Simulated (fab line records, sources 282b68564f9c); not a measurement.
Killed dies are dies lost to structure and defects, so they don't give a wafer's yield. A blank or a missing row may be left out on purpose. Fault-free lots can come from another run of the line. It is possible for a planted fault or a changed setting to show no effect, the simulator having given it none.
fab line records	flow rit_cmos
record: lots: 14	wafers: 42	last_day: 7
route steps=202 shown NWELL@34 GATE@81 CONTACT@180 M1@202
lots untouched by any fault: they come from a run of this same line in which no faults occurred
start_h: hours from the record's opening day to when the first of the lot's shown wafers began	wait_h: hours from the lot's prior step to this one	" same as the row above	L1.1+2: a single row standing in for several wafers	- no value present, or no start provided	* or withheld: withheld	< > ~ a bound
route shown NAME@n: names a module that has steps shown in the file, with the first one's number in the route	usual: mean and standard deviation over wafers with no fault	same: alike in all rows	chamber/n: place in a boat	sites: readings site by site	_std_site: standard deviation of those values	_edge_site: inner sites' mean taken away from outer sites' mean	radius_mm: for every site, how far away it sits from the centre of the wafer	mask NAME#n: copy n	behind: tool/chamber where the wafer was last shaped	hold: what put the lot on hold/how long, in hours/how the hold closed	device: transistor that didn't switch, given as n, p or np	end of line: the same wafers' tests at the end of the route	for a step that has no rows: nothing shown but its recipe	killed: count of dies lost to structure and defects at first sort (not the wafer's yield)	map: dies across one wafer; x = killed, . = not, _ = none there
set.NAME: the setting that was run; set.NAME@STEP: the one run at that earlier step	model.NAME: the simulator's own value behind a step, which no gauge read
a sample of lots followed through the steps of the route, with each step as a table and each wafer as a row
services: when a tool's chamber went out of use (start_h, in hours from the record's first day, below 0 if earlier), for how many hours, and the reason
== steps ==
step: RIT_NWELL_OVL_MEAS_06
usual: NWELL_OVL: 0.8/1.3
lot.wafer	tool	chamber	start_h	wait_h	NWELL_OVL[nm]
L224.2	overlay-02	-	21.83	-	-1.3
L224.3	"	-	"	"	-0.1
L224.5	"	-	"	"	-2.1
L225.1	overlay-02	-	27.08	-	-2.2
L225.2	"	-	"	"	-0.8
L225.4	"	-	"	"	-0.5
L226.1	overlay-02	-	32.59	-	0.6
L226.2	"	-	"	"	0.8
L226.6	"	-	"	"	1.3
L227.2	overlay-02	-	35.20	-	0.2
L227.4	"	-	"	"	2.1
L227.6	"	-	"	"	0.6
L228.2	overlay-02	-	41.31	-	2.8
L228.3	"	-	"	"	1.4
L228.5	"	-	"	"	0.6
L229.2	overlay-02	-	45.52	-	-0.4
L229.3	"	-	"	"	0.1
L229.5	"	-	"	"	-0.3
L231.2	overlay-02	-	59.22	-	-1.0
L231.3	"	-	"	"	-0.4
L231.4	"	-	"	"	0.9
L232.1	overlay-01	-	63.70	-	-1.2
L232.2	"	-	"	"	0.6
L232.5	"	-	"	"	0.5
L233.2	overlay-01	-	65.75	-	3.1
L233.4	"	-	"	"	2.8
L233.5	"	-	"	"	3.4
L241.1	overlay-02	-	107.26	-	0.0
L241.3	"	-	"	"	-0.6
L241.5	"	-	"	"	-0.9
L243.1	overlay-01	-	118.36	-	-1.7
L243.5	"	-	"	"	-0.1
L243.6	"	-	"	"	0.0
L244.1	overlay-01	-	123.23	-	1.2
L244.5	"	-	"	"	2.2
L244.6	"	-	"	"	-0.6
L245.3	overlay-01	-	127.72	-	1.5
L245.4	"	-	"	"	3.0
L245.5	"	-	"	"	2.3
L246.1	overlay-02	-	135.78	-	1.4
L246.3	"	-	"	"	1.1
L246.5	"	-	"	"	-0.1
step: RIT_GATE_OXIDATION_05
recipe: temp_c: 900	ambient: O2	target_thk_a: 30	ox_time_s: 270
usual: spike_tc_centre_C: 901.7/1.2	spike_tc_source_C: 924.3/1.2	tube_center_temp_C: 899.99/0.08	tube_center_temp_C_max: 902.3/0.39
lot.wafer	tool	chamber	start_h	wait_h	spike_tc_centre_C	spike_tc_source_C	tube_center_temp_C	tube_center_temp_C_max
L224.2	furnace-02	0	37.05	1.9	898.5	922.9	900.07	902.2
L224.3	"	0	"	"	901.4	923.0	900.02	903.2
L224.5	"	0	"	"	902.3	923.2	899.93	902.0
L225.1	furnace-02	0	39.69	1.4	899.9	923.5	899.98	902.6
L225.2	"	0	"	"	901.7	924.4	900.04	903.0
L225.4	"	0	"	"	900.7	923.8	899.88	902.3
L226.1	furnace-02	0	44.02	0.1	900.1	924.2	900.09	902.1
L226.2	"	0	"	"	900.8	923.6	900.04	902.6
L226.6	"	0	"	"	898.7	923.0	899.95	902.4
L227.2	furnace-03	0	48.83	1.2	900.6	924.2	900.15	903.2
L227.4	"	0	"	"	901.4	925.6	900.14	902.2
L227.6	"	0	"	"	902.8	925.4	900.1	902.1
L228.2	furnace-03	0	53.01	0.0	902.6	923.8	899.96	902.0
L228.3	"	0	"	"	903.0	925.6	900.09	902.1
L228.5	"	0	"	"	902.5	926.0	899.91	902.5
L229.2	furnace-03	0	58.34	0.0	897.2	919.4	894.91	897.5
L229.3	"	0	"	"	896.8	920.3	894.92	897.2
L229.5	"	0	"	"	897.2	920.6	895.03	897.1
L231.2	furnace-03	0	71.79	0.7	897.1	921.4	895.05	897.6
L231.3	"	0	"	"	897.2	919.5	895.04	897.2
L231.4	"	0	"	"	897.6	919.2	894.99	896.9
L232.1	furnace-02	0	75.68	0.1	901.1	924.0	899.94	902.4
L232.2	"	0	"	"	901.7	922.8	899.99	902.4
L232.5	"	0	"	"	900.3	923.0	899.89	902.0
L233.2	furnace-01	0	77.30	0.1	902.4	923.2	900.1	901.8
L233.4	"	0	"	"	902.1	921.3	899.96	901.8
L233.5	"	0	"	"	902.4	923.4	900.1	903.2
L241.1	furnace-01	0	120.01	1.1	902.9	925.4	899.93	901.8
L241.3	"	0	"	"	901.9	923.5	899.97	902.3
L241.5	"	0	"	"	903.6	923.7	899.95	902.8
L243.1	furnace-03	0	133.44	1.2	902.6	926.9	899.86	901.9
L243.5	"	0	"	"	900.6	926.5	899.97	902.2
L243.6	"	0	"	"	902.2	924.9	900.07	901.9
L244.1	furnace-02	0	137.39	0.1	899.5	923.6	900.01	902.3
L244.5	"	0	"	"	899.0	922.5	899.96	902.1
L244.6	"	0	"	"	900.5	924.8	899.93	902.1
L245.3	furnace-02	0	141.56	1.5	900.7	923.9	900.03	902.9
L245.4	"	0	"	"	901.3	923.4	900.05	902.4
L245.5	"	0	"	"	901.1	923.4	900.11	902.8
L246.1	furnace-03	0	150.30	1.3	900.8	925.0	899.85	901.7
L246.3	"	0	"	"	902.9	925.0	899.99	902.1
L246.5	"	0	"	"	901.3	923.4	900	902.1
step: RIT_GATE_OVL_MEAS_17
usual: GATE_OVL: -0.3/1.3
lot.wafer	tool	chamber	start_h	wait_h	GATE_OVL[nm]
L224.2	overlay-01	-	42.40	0.1	-2.1
L224.3	"	-	"	"	0.0
L224.5	"	-	"	"	0.3
L225.1	overlay-02	-	44.05	0.1	-2.2
L225.2	"	-	"	"	0.1
L225.4	"	-	"	"	-1.0
L226.1	overlay-01	-	49.69	0.1	0.0
L226.2	"	-	"	"	-0.2
L226.6	"	-	"	"	0.0
L227.2	overlay-01	-	54.04	0.1	-1.4
L227.4	"	-	"	"	-2.1
L227.6	"	-	"	"	-2.0
L228.2	overlay-01	-	57.84	0.1	-0.4
L228.3	"	-	"	"	0.0
L228.5	"	-	"	"	-0.9
L229.2	overlay-02	-	62.50	0.1	1.3
L229.3	"	-	"	"	0.6
L229.5	"	-	"	"	-0.2
L231.2	overlay-01	-	75.83	0.1	0.7
L231.3	"	-	"	"	-1.6
L231.4	"	-	"	"	-1.3
L232.1	overlay-01	-	80.13	0.1	-1.5
L232.2	"	-	"	"	0.1
L232.5	"	-	"	"	-0.7
L233.2	overlay-01	-	82.49	0.1	0.1
L233.4	"	-	"	"	0.1
L233.5	"	-	"	"	-0.2
L241.1	overlay-01	-	124.25	0.1	1.2
L241.3	"	-	"	"	2.3
L241.5	"	-	"	"	2.1
L243.1	overlay-01	-	138.05	0.1	-2.2
L243.5	"	-	"	"	-2.5
L243.6	"	-	"	"	-1.0
L244.1	overlay-01	-	141.54	0.1	-1.3
L244.5	"	-	"	"	-1.5
L244.6	"	-	"	"	-0.6
L245.3	overlay-02	-	149.96	0.1	1.1
L245.4	"	-	"	"	3.4
L245.5	"	-	"	"	1.5
L246.1	overlay-02	-	154.71	0.1	-0.3
L246.3	"	-	"	"	-0.1
L246.5	"	-	"	"	0.7
step: RIT_CONTACT_STRIP_12
recipe: chemistry: O2	time_s: 180	resist: NOVOLAK	platen_temp_c: withheld	power_w: 500	pressure_mtorr: 4000	o2_flow_sccm: 4000
usual: drypump_motor_current_A: 5.8/0.49
lot.wafer	tool	chamber	start_h	wait_h	drypump_motor_current_A	rf_hours_counter_h
L224.2	plasma_asher-03	1	58.84	0.1	5.1	32
L224.3	"	1	"	"	5.1	-
L224.5	"	1	"	"	5.1	-
L225.1	plasma_asher-01	0	61.33	0.1	5.8	46
L225.2	"	1	"	"	6.3	46
L225.4	"	1	"	"	6.3	-
L226.1	plasma_asher-02	0	65.02	0.1	5.4	26
L226.2	"	1	"	"	6.5	26
L226.6	"	1	"	"	6.5	-
L227.2	plasma_asher-01	1	70.00	0.1	6.3	47
L227.4	"	0	"	"	5.7	-
L227.6	"	1	"	"	6.3	-
L228.2	plasma_asher-02	0	73.33	0.1	5.4	26
L228.3	"	0	"	"	5.4	-
L228.5	"	0	"	"	5.4	-
L229.2	plasma_asher-03	0	77.96	0.1	5.7	34
L229.3	"	0	"	"	5.7	-
L229.5	"	0	"	"	5.7	-
L231.2	plasma_asher-02	0	92.64	0.1	5.4	28
L231.3	"	1	"	"	6.5	-
L231.4	"	0	"	"	5.4	-
L232.1	plasma_asher-03	0	95.27	0.1	5.8	36
L232.2	"	1	"	"	5.1	36
L232.5	"	0	"	"	5.8	-
L233.2	plasma_asher-01	0	98.03	0.1	5.7	50
L233.4	"	1	"	"	6.3	-
L233.5	"	0	"	"	5.8	-
L241.1	plasma_asher-03	1	142.46	0.1	5.1	40
L241.3	"	0	"	"	5.7	-
L241.5	"	1	"	"	5.1	-
L243.1	plasma_asher-01	1	154.61	0.1	6.3	56
L243.5	"	0	"	"	5.7	-
L243.6	"	1	"	"	6.3	-
L244.1	plasma_asher-03	0	161.46	0.1	5.8	43
L244.5	"	0	"	"	5.8	-
L244.6	"	1	"	"	5.1	-
L245.3	plasma_asher-03	1	166.41	0.2	5.1	-
L245.4	"	0	"	"	5.8	-
L245.5	"	1	"	"	5.1	-
L246.1	plasma_asher-01	1	171.47	0.1	6.3	58
L246.3	"	1	"	"	6.3	-
L246.5	"	0	"	"	5.8	-
step: RIT_M1_PROBE_99
usual: killed_at_contacts: 0.1/0.3	killed_at_front_end: 6.5/2.9	killed_dies: 6.6/3	killed_open: 3.3/2	killed_short: 3.3/1.9
same: gross_dies: 264	killed_at_M0_to_M3: 0	killed_at_M4_up: 0	killed_at_back_side: 0	killed_at_other: 0
lot.wafer	tool	chamber	start_h	wait_h	killed_at_contacts	killed_at_front_end	killed_dies	killed_open	killed_short
L224.2	prober-01	-	63.72	0.1	0	6	6	1	5
L224.3	prober-01	-	63.77	0.2	0	4	4	3	1
L224.5	prober-01	-	63.87	0.2	1	6	7	4	3
L225.1	prober-02	-	66.18	0.1	0	4	4	3	1
L225.2	prober-02	-	66.23	0.1	0	12	12	5	7
L225.4	prober-02	-	66.33	0.2	0	4	4	2	2
L226.1	prober-01	-	70.48	0.1	0	6	6	4	2
L226.2	prober-01	-	70.53	0.1	0	5	5	1	4
L226.6	prober-01	-	70.73	0.2	0	9	9	3	6
L227.2	prober-02	-	75.02	0.1	0	5	5	4	1
L227.4	prober-02	-	75.12	0.2	0	11	11	4	7
L227.6	prober-02	-	75.22	0.2	0	14	14	8	6
L228.2	prober-01	-	79.10	0.1	0	6	6	5	1
L228.3	prober-01	-	79.15	0.2	1	5	6	2	4
L228.5	prober-01	-	79.25	0.2	1	9	10	5	5
L229.2	prober-02	-	83.72	0.1	0	9	9	5	4
L229.3	prober-02	-	83.77	0.2	0	12	12	6	6
L229.5	prober-02	-	83.87	0.2	0	10	10	7	3
L232.1	prober-01	-	99.99	0.1	0	9	9	3	6
L232.2	prober-01	-	100.04	0.1	0	5	5	4	1
L232.5	prober-01	-	100.19	0.2	0	11	11	4	7
L231.2	prober-02	-	100.04	0.1	0	7	7	2	5
L231.3	prober-02	-	100.09	0.2	0	7	7	3	4
L231.4	prober-02	-	100.14	0.2	0	7	7	3	4
L233.2	prober-02	-	104.17	0.1	0	4	4	1	3
L233.4	prober-02	-	104.27	0.2	0	2	2	2	0
L233.5	prober-02	-	104.31	0.2	0	4	4	2	2
L241.1	prober-02	-	150.05	0.1	0	8	8	4	4
L241.3	prober-02	-	150.15	0.2	0	9	9	5	4
L241.5	prober-02	-	150.25	0.2	0	8	8	0	8
L243.1	prober-02	-	160.86	0.1	0	6	6	2	4
L243.5	prober-02	-	161.06	0.2	0	1	1	0	1
L243.6	prober-02	-	161.11	0.2	0	6	6	3	3
L244.1	prober-01	-	166.92	0.1	0	6	6	4	2
L244.5	prober-01	-	167.12	0.2	0	10	10	3	7
L244.6	prober-01	-	167.17	0.2	0	3	3	1	2
L245.3	prober-02	-	171.53	0.2	0	9	9	3	6
L245.4	prober-02	-	171.58	0.2	0	5	5	2	3
L245.5	prober-02	-	171.63	0.2	0	7	7	5	2
L246.1	prober-01	-	177.53	0.1	0	6	6	4	2
L246.3	prober-01	-	177.63	0.2	0	8	8	5	3
L246.5	prober-01	-	177.73	0.2	1	6	7	5	2
killed by level:class
L224.2 GATE:geometric_particle:short=4 FOX1:geometric_particle:short=1 GATE:geometric_particle:open=1
L224.3 FOX1:geometric_particle:open=3 GATE:geometric_particle:short=1
L224.5 FOX1:geometric_particle:open=2 GATE:geometric_particle:short=1 SPACER:geometric_particle:open=1 SPACER:geometric_particle:short=1 SILICIDE:geometric_particle:open=1 CONTACT:geometric_particle:short=1
L225.1 GATE:geometric_particle:open=1 GATE:geometric_particle:short=1 REOX:geometric_particle:open=1 SPACER:geometric_particle:open=1
L225.2 GATE:geometric_particle:short=6 GATE:geometric_particle:open=4 REOX:geometric_particle:open=1 REOX:geometric_particle:short=1
L225.4 GATE:geometric_particle:short=2 GATE:geometric_particle:open=2
L226.1 SPACER:geometric_particle:open=2 GATE:geometric_particle:open=1 GATE:geometric_particle:short=1 SILICIDE:geometric_particle:open=1 SILICIDE:geometric_particle:short=1
L226.2 SPACER:geometric_particle:short=2 FOX2:geometric_particle:short=1 SPACER:geometric_particle:open=1 SILICIDE:geometric_particle:short=1
L226.6 GATE:geometric_particle:short=3 FOX2:geometric_particle:short=1 FOX2:geometric_particle:open=1 GATE:geometric_particle:open=1 REOX:geometric_particle:short=1 SPACER:geometric_particle:short=1 SILICIDE:geometric_particle:open=1
L227.2 SPACER:geometric_particle:open=2 GATE:geometric_particle:open=1 SILICIDE:geometric_particle:open=1 SILICIDE:geometric_particle:short=1
L227.4 GATE:geometric_particle:short=3 FOX1:geometric_particle:short=2 GATE:geometric_particle:open=2 FOX1:geometric_particle:open=1 FOX2:geometric_particle:open=1 SPACER:geometric_particle:short=1 SILICIDE:geometric_particle:short=1
L227.6 GATE:geometric_particle:open=3 GATE:geometric_particle:short=2 REOX:geometric_particle:short=2 REOX:geometric_particle:open=2 SPACER:geometric_particle:open=2 FOX1:geometric_particle:short=1 SPACER:geometric_particle:short=1 SILICIDE:geometric_particle:open=1
L228.2 FOX1:geometric_particle:open=3 SILICIDE:geometric_particle:open=2 FOX2:geometric_particle:short=1
L228.3 FOX1:geometric_particle:short=1 GATE:geometric_particle:short=1 GATE:geometric_particle:open=1 SPACER:geometric_particle:open=1 SPACER:geometric_particle:short=1 CONTACT:geometric_particle:short=1
L228.5 FOX1:geometric_particle:open=2 GATE:geometric_particle:open=2 GATE:geometric_particle:short=2 SPACER:geometric_particle:short=1 SPACER:geometric_particle:open=1 SILICIDE:geometric_particle:short=1 CONTACT:geometric_particle:short=1
L229.2 GATE:geometric_particle:open=3 GATE:geometric_particle:short=2 SILICIDE:geometric_particle:open=2 SILICIDE:geometric_particle:short=2
L229.3 GATE:geometric_particle:short=4 SILICIDE:geometric_particle:open=3 REOX:geometric_particle:open=2 SILICIDE:geometric_particle:short=2 GATE:geometric_particle:open=1
L229.5 GATE:geometric_particle:open=3 SILICIDE:geometric_particle:open=3 SILICIDE:geometric_particle:short=2 GATE:geometric_particle:short=1 REOX:geometric_particle:open=1
L232.1 GATE:geometric_particle:short=2 REOX:geometric_particle:short=2 FOX1:geometric_particle:open=1 FOX2:geometric_particle:short=1 REOX:geometric_particle:open=1 SPACER:geometric_particle:open=1 SILICIDE:geometric_particle:short=1
L231.2 GATE:geometric_particle:short=4 REOX:geometric_particle:open=1 REOX:geometric_particle:short=1 SILICIDE:geometric_particle:open=1
L232.2 SPACER:geometric_particle:open=2 FOX1:geometric_particle:open=1 GATE:geometric_particle:open=1 GATE:geometric_particle:short=1
L231.3 GATE:geometric_particle:short=3 GATE:geometric_particle:open=2 FOX2:geometric_particle:open=1 FOX2:geometric_particle:short=1
L231.4 GATE:geometric_particle:short=3 GATE:geometric_particle:open=3 SILICIDE:geometric_particle:short=1
L232.5 FOX1:geometric_particle:short=3 GATE:geometric_particle:short=2 FOX1:geometric_particle:open=1 FOX2:geometric_particle:open=1 FOX2:geometric_particle:short=1 GATE:geometric_particle:open=1 REOX:geometric_particle:open=1 SILICIDE:geometric_particle:short=1
L233.2 GATE:geometric_particle:short=2 FOX2:geometric_particle:short=1 GATE:geometric_particle:open=1
L233.4 FOX1:geometric_particle:open=1 GATE:geometric_particle:open=1
L233.5 SILICIDE:geometric_particle:short=2 REOX:geometric_particle:open=1 SPACER:geometric_particle:open=1
L241.1 REOX:geometric_particle:short=2 SILICIDE:geometric_particle:open=2 SPACER:geometric_particle:short=1 FOX2:geometric_particle:short=1 FOX2:geometric_particle:open=1 GATE:geometric_particle:open=1
L241.3 FOX2:geometric_particle:open=3 GATE:geometric_particle:open=2 REOX:geometric_particle:short=2 FOX2:geometric_particle:short=1 SPACER:geometric_particle:short=1
L241.5 GATE:geometric_particle:short=2 REOX:geometric_particle:short=2 SPACER:geometric_particle:short=2 FOX1:geometric_particle:short=1 FOX2:geometric_particle:short=1
L243.1 GATE:geometric_particle:short=2 FOX1:geometric_particle:open=1 FOX2:geometric_particle:short=1 FOX2:geometric_particle:open=1 REOX:geometric_particle:short=1
L243.5 GATE:geometric_particle:short=1
L243.6 GATE:geometric_particle:open=2 FOX1:geometric_particle:open=1 GATE:geometric_particle:short=1 REOX:geometric_particle:short=1 SILICIDE:geometric_particle:short=1
L244.1 FOX1:geometric_particle:open=2 SILICIDE:geometric_particle:open=2 FOX2:geometric_particle:short=1 SILICIDE:geometric_particle:short=1
L244.5 FOX1:geometric_particle:short=3 FOX1:geometric_particle:open=1 FOX2:geometric_particle:open=1 FOX2:geometric_particle:short=1 GATE:geometric_particle:open=1 GATE:geometric_particle:short=1 SPACER:geometric_particle:short=1 SILICIDE:geometric_particle:short=1
L244.6 SPACER:geometric_particle:short=2 GATE:geometric_particle:open=1
L245.3 FOX1:geometric_particle:short=3 FOX1:geometric_particle:open=2 GATE:geometric_particle:open=1 GATE:geometric_particle:short=1 REOX:geometric_particle:short=1 SPACER:geometric_particle:short=1
L245.4 GATE:geometric_particle:open=2 FOX1:geometric_particle:short=1 FOX2:geometric_particle:short=1 SPACER:geometric_particle:short=1
L245.5 GATE:geometric_particle:open=2 SILICIDE:geometric_particle:short=2 FOX1:geometric_particle:open=1 FOX2:geometric_particle:open=1 SILICIDE:geometric_particle:open=1
L246.1 GATE:geometric_particle:open=3 GATE:geometric_particle:short=1 REOX:geometric_particle:short=1 SILICIDE:geometric_particle:open=1
L246.3 GATE:geometric_particle:open=2 SPACER:geometric_particle:open=2 FOX1:geometric_particle:short=1 FOX2:geometric_particle:open=1 GATE:geometric_particle:short=1 SPACER:geometric_particle:short=1
L246.5 REOX:geometric_particle:open=2 FOX1:geometric_particle:short=1 GATE:geometric_particle:open=1 GATE:geometric_particle:short=1 SILICIDE:geometric_particle:open=1 CONTACT:geometric_particle:open=1
== services ==
tool	chamber	start_h	hours	kind
furnace-03	-	27.02	3.2	pm
furnace-01	-	36.75	3.3	pm
furnace-02	-	76.75	4.0	pm
== key ==
first_sign: step: RIT_GATE_OXIDATION_05	reading: tube_center_temp_C	direction: down	sigmas: 56	usual: *	struck: *
effect: step: RIT_GATE_OXIDATION_05	reading: tube_center_temp_C_max	direction: down	sigmas: 13	usual: *	struck: *
met_at RIT_GATE_OXIDATION_05
struck_lots L229,L231
tester_left_out L229,L231
not_acting_at RIT_NWELL_OVL_MEAS_06,RIT_GATE_OVL_MEAS_17,RIT_CONTACT_STRIP_12
onset_between 53.01 58.34
fault: kind: process_parameter_drift	tool: furnace-03	chamber: -	onset_h: 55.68	steps: RIT_GATE_OXIDATION_05	channel: temp_c	offset: *	shape: step	end_h: 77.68	acts_in: *	stated: *
tester_left_out: of these lots the tester's yield and bins aren't shown, on N5 and GAA mostly nor the transistor test; their killed dies are dies lost to structure and defects alone, not to doping, threshold or leakage, so they don't give the yield
